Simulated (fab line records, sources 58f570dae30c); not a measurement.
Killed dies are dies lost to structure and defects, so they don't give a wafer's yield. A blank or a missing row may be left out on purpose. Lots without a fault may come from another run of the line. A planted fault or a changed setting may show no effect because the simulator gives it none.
A sampling plan put to the test | flow berkeley_cmos170 | one fab line, 40 faults that these records tell of, each judged on the records of the lots that it struck
The plan is the line's own looks: the steps of the route at which a gauge or an inspection reads the wafer and doesn't change it. A look can be judged if struck wafers have a number there and the file gives its usual mean and standard deviation on fault-free wafers. Caught: at a look after the fault's first step, the mean of the struck wafers lies 4 or more of those standard deviations (sigma) from the usual mean. On the tool: the same test on the tool's own readings at the fault's steps. Another recipe on the struck wafers, or a record that is blank for them alone, also counts as caught.

THE FAULTS, as the simulator had put them in
1. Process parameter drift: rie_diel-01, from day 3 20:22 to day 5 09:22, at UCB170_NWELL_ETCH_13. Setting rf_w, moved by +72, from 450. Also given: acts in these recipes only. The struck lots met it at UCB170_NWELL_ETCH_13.
2. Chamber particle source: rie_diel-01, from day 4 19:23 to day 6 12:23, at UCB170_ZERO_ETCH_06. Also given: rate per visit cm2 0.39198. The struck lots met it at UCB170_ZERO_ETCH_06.
3. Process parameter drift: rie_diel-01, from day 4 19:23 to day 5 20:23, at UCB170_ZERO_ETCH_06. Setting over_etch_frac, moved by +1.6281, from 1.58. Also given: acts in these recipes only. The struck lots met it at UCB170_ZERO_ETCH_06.
4. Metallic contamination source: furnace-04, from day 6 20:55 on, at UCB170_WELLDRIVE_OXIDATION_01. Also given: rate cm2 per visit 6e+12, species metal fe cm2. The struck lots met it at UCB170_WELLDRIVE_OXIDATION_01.
5. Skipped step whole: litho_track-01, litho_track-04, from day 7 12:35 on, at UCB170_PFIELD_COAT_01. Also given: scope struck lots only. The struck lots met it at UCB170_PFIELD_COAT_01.
6. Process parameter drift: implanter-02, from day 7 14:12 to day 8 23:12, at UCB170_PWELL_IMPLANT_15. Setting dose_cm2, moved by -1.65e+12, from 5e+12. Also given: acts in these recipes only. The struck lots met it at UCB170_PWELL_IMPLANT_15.
7. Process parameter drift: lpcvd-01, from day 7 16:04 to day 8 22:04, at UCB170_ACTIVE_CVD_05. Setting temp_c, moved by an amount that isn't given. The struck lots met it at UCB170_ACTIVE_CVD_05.
8. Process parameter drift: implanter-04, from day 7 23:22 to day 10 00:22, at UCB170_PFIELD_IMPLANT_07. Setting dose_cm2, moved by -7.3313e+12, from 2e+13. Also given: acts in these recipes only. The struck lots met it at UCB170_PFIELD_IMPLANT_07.
9. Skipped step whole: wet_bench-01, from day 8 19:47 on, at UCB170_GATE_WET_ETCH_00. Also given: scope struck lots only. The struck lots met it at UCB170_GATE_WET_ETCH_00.
10. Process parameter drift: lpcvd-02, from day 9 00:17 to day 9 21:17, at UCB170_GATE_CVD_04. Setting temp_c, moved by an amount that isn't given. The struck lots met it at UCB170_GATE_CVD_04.
11. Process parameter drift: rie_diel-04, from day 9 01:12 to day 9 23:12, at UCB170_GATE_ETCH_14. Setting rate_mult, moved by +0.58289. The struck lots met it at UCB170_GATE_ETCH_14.
12. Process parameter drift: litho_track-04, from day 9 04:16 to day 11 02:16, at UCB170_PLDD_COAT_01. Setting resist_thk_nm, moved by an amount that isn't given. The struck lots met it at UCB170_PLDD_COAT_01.
13. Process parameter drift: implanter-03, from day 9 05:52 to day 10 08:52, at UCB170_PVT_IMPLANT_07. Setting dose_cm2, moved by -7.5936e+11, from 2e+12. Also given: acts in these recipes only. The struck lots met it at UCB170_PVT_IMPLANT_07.
14. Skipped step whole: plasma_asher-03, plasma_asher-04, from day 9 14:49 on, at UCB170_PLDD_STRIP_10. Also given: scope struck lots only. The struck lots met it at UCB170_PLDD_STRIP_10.
15. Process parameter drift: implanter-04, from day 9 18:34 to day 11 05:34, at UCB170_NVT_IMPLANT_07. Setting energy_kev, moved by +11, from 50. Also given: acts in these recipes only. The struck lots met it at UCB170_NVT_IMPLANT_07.
16. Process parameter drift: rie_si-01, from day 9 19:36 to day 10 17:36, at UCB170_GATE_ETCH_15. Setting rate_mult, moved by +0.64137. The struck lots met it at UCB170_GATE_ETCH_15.
17. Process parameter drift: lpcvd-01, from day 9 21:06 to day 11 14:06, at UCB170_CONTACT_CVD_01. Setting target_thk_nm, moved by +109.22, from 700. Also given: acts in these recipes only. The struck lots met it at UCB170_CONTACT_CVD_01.
18. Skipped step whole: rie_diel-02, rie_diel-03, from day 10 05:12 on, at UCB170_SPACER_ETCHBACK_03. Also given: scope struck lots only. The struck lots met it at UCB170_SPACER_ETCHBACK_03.
19. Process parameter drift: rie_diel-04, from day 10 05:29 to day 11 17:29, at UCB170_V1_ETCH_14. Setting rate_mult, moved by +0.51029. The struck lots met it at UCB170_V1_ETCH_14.
20. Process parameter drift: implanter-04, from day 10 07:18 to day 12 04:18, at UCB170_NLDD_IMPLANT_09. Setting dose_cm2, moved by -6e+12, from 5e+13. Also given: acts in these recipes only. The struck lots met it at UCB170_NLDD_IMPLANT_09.
21. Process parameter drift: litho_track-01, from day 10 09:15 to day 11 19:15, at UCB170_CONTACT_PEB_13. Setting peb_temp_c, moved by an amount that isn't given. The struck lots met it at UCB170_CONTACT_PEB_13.
22. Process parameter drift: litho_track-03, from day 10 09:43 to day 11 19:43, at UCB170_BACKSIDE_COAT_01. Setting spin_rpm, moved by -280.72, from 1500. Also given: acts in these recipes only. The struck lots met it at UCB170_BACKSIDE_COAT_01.
23. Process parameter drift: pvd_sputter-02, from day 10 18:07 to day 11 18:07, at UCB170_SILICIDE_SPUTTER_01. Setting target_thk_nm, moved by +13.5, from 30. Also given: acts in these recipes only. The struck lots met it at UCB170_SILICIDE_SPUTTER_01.
24. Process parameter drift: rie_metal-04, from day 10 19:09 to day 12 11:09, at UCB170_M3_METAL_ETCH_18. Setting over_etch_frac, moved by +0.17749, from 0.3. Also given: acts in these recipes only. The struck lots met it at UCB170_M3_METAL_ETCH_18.
25. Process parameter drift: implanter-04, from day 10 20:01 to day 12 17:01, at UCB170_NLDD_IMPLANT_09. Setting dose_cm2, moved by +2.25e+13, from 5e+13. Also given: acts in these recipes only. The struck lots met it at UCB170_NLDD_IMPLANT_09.
26. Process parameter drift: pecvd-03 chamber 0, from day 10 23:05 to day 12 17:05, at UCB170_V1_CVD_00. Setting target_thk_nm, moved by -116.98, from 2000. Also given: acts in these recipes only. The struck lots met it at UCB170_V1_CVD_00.
27. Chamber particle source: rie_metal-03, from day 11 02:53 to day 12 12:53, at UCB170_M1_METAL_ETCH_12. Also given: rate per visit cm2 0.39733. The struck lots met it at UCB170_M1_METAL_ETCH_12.
28. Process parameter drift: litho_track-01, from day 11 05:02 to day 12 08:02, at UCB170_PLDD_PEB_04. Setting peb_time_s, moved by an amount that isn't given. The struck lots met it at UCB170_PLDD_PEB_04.
29. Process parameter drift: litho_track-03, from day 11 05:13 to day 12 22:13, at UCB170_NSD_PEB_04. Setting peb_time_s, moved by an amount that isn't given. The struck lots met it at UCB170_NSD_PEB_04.
30. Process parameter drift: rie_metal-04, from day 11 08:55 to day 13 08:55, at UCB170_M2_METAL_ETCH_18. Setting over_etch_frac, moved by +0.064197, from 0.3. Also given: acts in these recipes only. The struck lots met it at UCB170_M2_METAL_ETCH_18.
31. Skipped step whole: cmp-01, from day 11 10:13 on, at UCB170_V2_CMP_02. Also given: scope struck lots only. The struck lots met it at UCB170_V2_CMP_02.
32. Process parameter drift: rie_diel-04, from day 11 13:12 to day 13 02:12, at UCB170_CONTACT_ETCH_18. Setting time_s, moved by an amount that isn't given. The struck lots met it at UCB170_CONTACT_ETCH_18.
33. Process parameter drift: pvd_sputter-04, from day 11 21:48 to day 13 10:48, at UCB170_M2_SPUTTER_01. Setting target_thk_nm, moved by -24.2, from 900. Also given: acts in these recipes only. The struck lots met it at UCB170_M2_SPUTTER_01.
34. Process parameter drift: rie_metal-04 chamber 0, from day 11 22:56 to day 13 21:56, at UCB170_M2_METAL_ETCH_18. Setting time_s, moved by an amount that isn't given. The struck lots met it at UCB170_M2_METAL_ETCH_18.
35. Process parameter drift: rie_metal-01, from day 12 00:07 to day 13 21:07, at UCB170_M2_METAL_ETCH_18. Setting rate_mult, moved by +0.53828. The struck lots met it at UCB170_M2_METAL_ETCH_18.
36. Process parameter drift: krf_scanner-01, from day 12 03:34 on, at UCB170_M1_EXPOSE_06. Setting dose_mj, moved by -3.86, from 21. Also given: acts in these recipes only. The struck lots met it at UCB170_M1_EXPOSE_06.
37. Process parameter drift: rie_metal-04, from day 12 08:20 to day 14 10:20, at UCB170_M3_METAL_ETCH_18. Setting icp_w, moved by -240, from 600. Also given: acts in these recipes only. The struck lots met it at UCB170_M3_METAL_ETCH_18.
38. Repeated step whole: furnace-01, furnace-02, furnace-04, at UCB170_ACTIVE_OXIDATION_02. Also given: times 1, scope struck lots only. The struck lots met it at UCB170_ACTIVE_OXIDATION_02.
39. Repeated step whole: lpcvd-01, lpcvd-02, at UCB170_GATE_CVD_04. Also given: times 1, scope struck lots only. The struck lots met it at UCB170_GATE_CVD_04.
40. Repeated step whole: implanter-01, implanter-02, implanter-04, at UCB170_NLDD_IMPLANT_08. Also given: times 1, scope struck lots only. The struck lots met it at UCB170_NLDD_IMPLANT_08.

WHAT THE PLAN SAW
fault | on the tool itself                               | first look that catches it                      | reading, sigma                                      | median hours from its first step to that look | hours from the fault's start to the first struck lot there | judged looks passed uncaught
1     | rf_fwd_power_W +45 sigma                         | no look after it can be judged                  | -                                                   | -                                             | -                                                          | 0
2     | under 2 sigma                                    | none of the 2 looks that can be judged after it | -                                                   | -                                             | -                                                          | 2
3     | oes_product_au -11 sigma                         | no look after it can be judged                  | -                                                   | -                                             | -                                                          | 0
4     | under 2 sigma                                    | none of the 7 looks that can be judged after it | -                                                   | -                                             | -                                                          | 7
5     | the tool's record is blank for the struck wafers | not the one look that can be judged after it    | -                                                   | -                                             | -                                                          | 1
6     | dose_ions_cm2 -99 or beyond sigma                | UCB170_PWELL_TW_MEAS_17                         | PWELL_TW -23                                        | 0.2                                           | 4                                                          | 0
7     | susceptor_temp_C -78 sigma                       | UCB170_ACTIVE_THK_MEAS_06                       | ACTIVE_NITRIDE_THK -46                              | 1.9                                           | 6                                                          | 0
8     | dose_ions_cm2 -99 or beyond sigma                | UCB170_PFIELD_TW_MEAS_09                        | PFIELD_TW -19                                       | 0.2                                           | 3                                                          | 0
9     | the tool's record is blank for the struck wafers | UCB170_FIELD_THK_MEAS_91                        | FIELD_OXIDE_LEFT_2_THK +4.1                         | 0.1                                           | 5                                                          | 0
10    | susceptor_temp_C -45 sigma                       | UCB170_GATE_THK_MEAS_05                         | GATE_POLY_THK -23                                   | 1.4                                           | 10                                                         | 0
11    | oes_product_au +20 sigma                         | not the one look that can be judged after it    | strongest: cd_nm at UCB170_GATE_CD_MEAS_90, -3.1    | -                                             | -                                                          | 1
12    | no reading that can be judged                    | not the one look that can be judged after it    | strongest: cd_nm at UCB170_PLDD_CD_MEAS_06, +2.9    | -                                             | -                                                          | 1
13    | dose_ions_cm2 -99 or beyond sigma                | UCB170_PVT_TW_MEAS_09                           | PVT_TW -30                                          | 0.2                                           | 6                                                          | 0
14    | the tool's record is blank for the struck wafers | UCB170_NLDD_TW_MEAS_11                          | NLDD_TW -98                                         | 2.0                                           | 2                                                          | 0
15    | beam_energy_keV +99 or beyond sigma              | UCB170_NVT_TW_MEAS_09                           | NVT_TW +6.1                                         | 0.2                                           | 11                                                         | 0
16    | under 2 sigma                                    | no look after it can be judged                  | -                                                   | -                                             | -                                                          | 0
17    | under 2 sigma                                    | UCB170_CONTACT_THK_MEAS_02                      | CONTACT_PSG_THK +13                                 | 1.8                                           | 9                                                          | 0
18    | the tool's record is blank for the struck wafers | no look after it can be judged                  | -                                                   | -                                             | -                                                          | 0
19    | under 2 sigma                                    | none of the 2 looks that can be judged after it | strongest: cd_nm at UCB170_V1_CD_MEAS_90, +3.1      | -                                             | -                                                          | 2
20    | dose_ions_cm2 -99 or beyond sigma                | UCB170_SDANNEAL_RS_MEAS_05                      | NLDD_RS +22                                         | 11.5                                          | 12                                                         | 0
21    | heater_power_total_W -53 sigma                   | UCB170_CONTACT_CD_MEAS_15                       | cd_nm -22                                           | 0.3                                           | 15                                                         | 0
22    | spin_speed_rpm -99 or beyond sigma               | no look after it can be judged                  | -                                                   | -                                             | -                                                          | 0
23    | under 2 sigma                                    | UCB170_SILICIDE_RS_MEAS_02                      | SILICIDE_TI_RS -18                                  | 0.3                                           | 0                                                          | 0
24    | oes_product_au -4.1 sigma                        | no look after it can be judged                  | -                                                   | -                                             | -                                                          | 0
25    | dose_ions_cm2 +99 or beyond sigma                | UCB170_NLDD_TW_MEAS_11                          | NLDD_TW +5.0                                        | 0.2                                           | 12                                                         | 0
26    | under 2 sigma                                    | UCB170_V1_THK_MEAS_01                           | V1_TEOS_THK -5.1                                    | 0.2                                           | 7                                                          | 0
27    | under 2 sigma                                    | no look after it can be judged                  | -                                                   | -                                             | -                                                          | 0
28    | heater_power_total_W +99 or beyond sigma         | UCB170_PLDD_CD_MEAS_06                          | cd_nm -25                                           | 0.3                                           | 25                                                         | 0
29    | heater_power_total_W +52 sigma                   | UCB170_NSD_CD_MEAS_06                           | cd_nm -4.7                                          | 0.3                                           | 13                                                         | 0
30    | only faintly: oes_product_au -2.0 sigma          | not the one look that can be judged after it    | -                                                   | -                                             | -                                                          | 1
31    | the tool's record is blank for the struck wafers | not the one look that can be judged after it    | strongest: V2_BOW at UCB170_V2_BOW_MEAS_03, +2.2    | -                                             | -                                                          | 1
32    | run_length_s +99 or beyond sigma                 | not the one look that can be judged after it    | strongest: cd_nm at UCB170_CONTACT_CD_MEAS_90, +3.8 | -                                             | -                                                          | 1
33    | under 2 sigma                                    | UCB170_M2_RS_MEAS_02                            | M2_AL_RS +4.0                                       | 0.1                                           | 11                                                         | 0
34    | run_length_s -22 sigma                           | not the one look that can be judged after it    | -                                                   | -                                             | -                                                          | 1
35    | under 2 sigma                                    | UCB170_M2_CD_MEAS_90                            | cd_nm -4.1                                          | 0.3                                           | 11                                                         | 0
36    | exposure_dose_mJ_cm2 -99 or beyond sigma         | UCB170_M1_CD_MEAS_09                            | cd_nm +21                                           | 0.4                                           | 1                                                          | 0
37    | oes_product_au -5.1 sigma                        | not the one look that can be judged after it    | strongest: cd_nm at UCB170_M3_CD_MEAS_90, +3.8      | -                                             | -                                                          | 1
38    | no reading that can be judged                    | UCB170_ACTIVE_THK_MEAS_03                       | ACTIVE_OXIDE_THK +26                                | 5.0                                           | -                                                          | 0
39    | under 2 sigma                                    | UCB170_GATE_THK_MEAS_05                         | GATE_POLY_THK +88                                   | 4.0                                           | -                                                          | 0
40    | no reading that can be judged                    | UCB170_NLDD_TW_MEAS_11                          | NLDD_TW +10                                         | 0.8                                           | -                                                          | 0
A dash: the fault isn't caught, or these records don't give the number.

Caught at a look: 22 of 40. Caught on the tool: 25 of 40. By one or the other: 33 of 40.
Caught on the tool alone: faults 1, 3, 5, 11, 18, 22, 24, 31, 32, 34, 37.
Caught at a look alone: faults 17, 23, 26, 33, 35, 38, 39, 40.
Caught by neither: faults 2, 4, 12, 16, 19, 27, 30.

THINNER SAMPLING
If the look that catches a fault measured only every second or every third lot, by lot number, the first struck lot would be measured this late in the worst case:
fault | struck lots at that look, in order of time | every lot | every second lot | every third lot
6     | L648, L649                                 | 4 h       | 20 h             | may miss all 2
7     | L333, L331, L332                           | 6 h       | 6 h              | 6 h
8     | L210, L211                                 | 3 h       | 3 h              | may miss all 2
9     | L558, L559                                 | 5 h       | 5 h              | may miss all 2
10    | L125, L126                                 | 10 h      | 10 h             | may miss all 2
13    | L101, L999                                 | 6 h       | may miss all 2   | may miss all 2
14    | L247, L248                                 | 2 h       | 16 h             | may miss all 2
15    | L316, L319                                 | 11 h      | 31 h             | may miss all 2
17    | L720, L719, L721, L722                     | 9 h       | 11 h             | 11 h
20    | L159, L162                                 | 12 h      | 37 h             | may miss all 2
21    | L623, L620                                 | 15 h      | 16 h             | may miss all 2
23    | L915, L917, L914                           | 0 h       | 1 h              | may miss all 3
25    | L163, L165                                 | 12 h      | may miss all 2   | may miss all 2
26    | L165, L163                                 | 7 h       | may miss all 2   | may miss all 2
28    | L248, L247                                 | 25 h      | 25 h             | may miss all 2
29    | L734, L733                                 | 13 h      | 14 h             | may miss all 2
33    | L294                                       | 11 h      | may miss it      | may miss it
35    | L214, L215                                 | 11 h      | 26 h             | may miss all 2
36    | L773, L779                                 | 1 h       | may miss all 2   | may miss all 2
Hours are from the fault's start to the first struck lot that is measured. The limit of 4 sigma was tested on all struck wafers together, so one lot alone may lie under it. Other struck lots may not be in these records.

THE LONGEST TIMED WAY FROM STEP TO LOOK
Fault 20: a median of 11.5 hours passes between UCB170_NLDD_IMPLANT_09 and UCB170_SDANNEAL_RS_MEAS_05. No look between them can be judged.
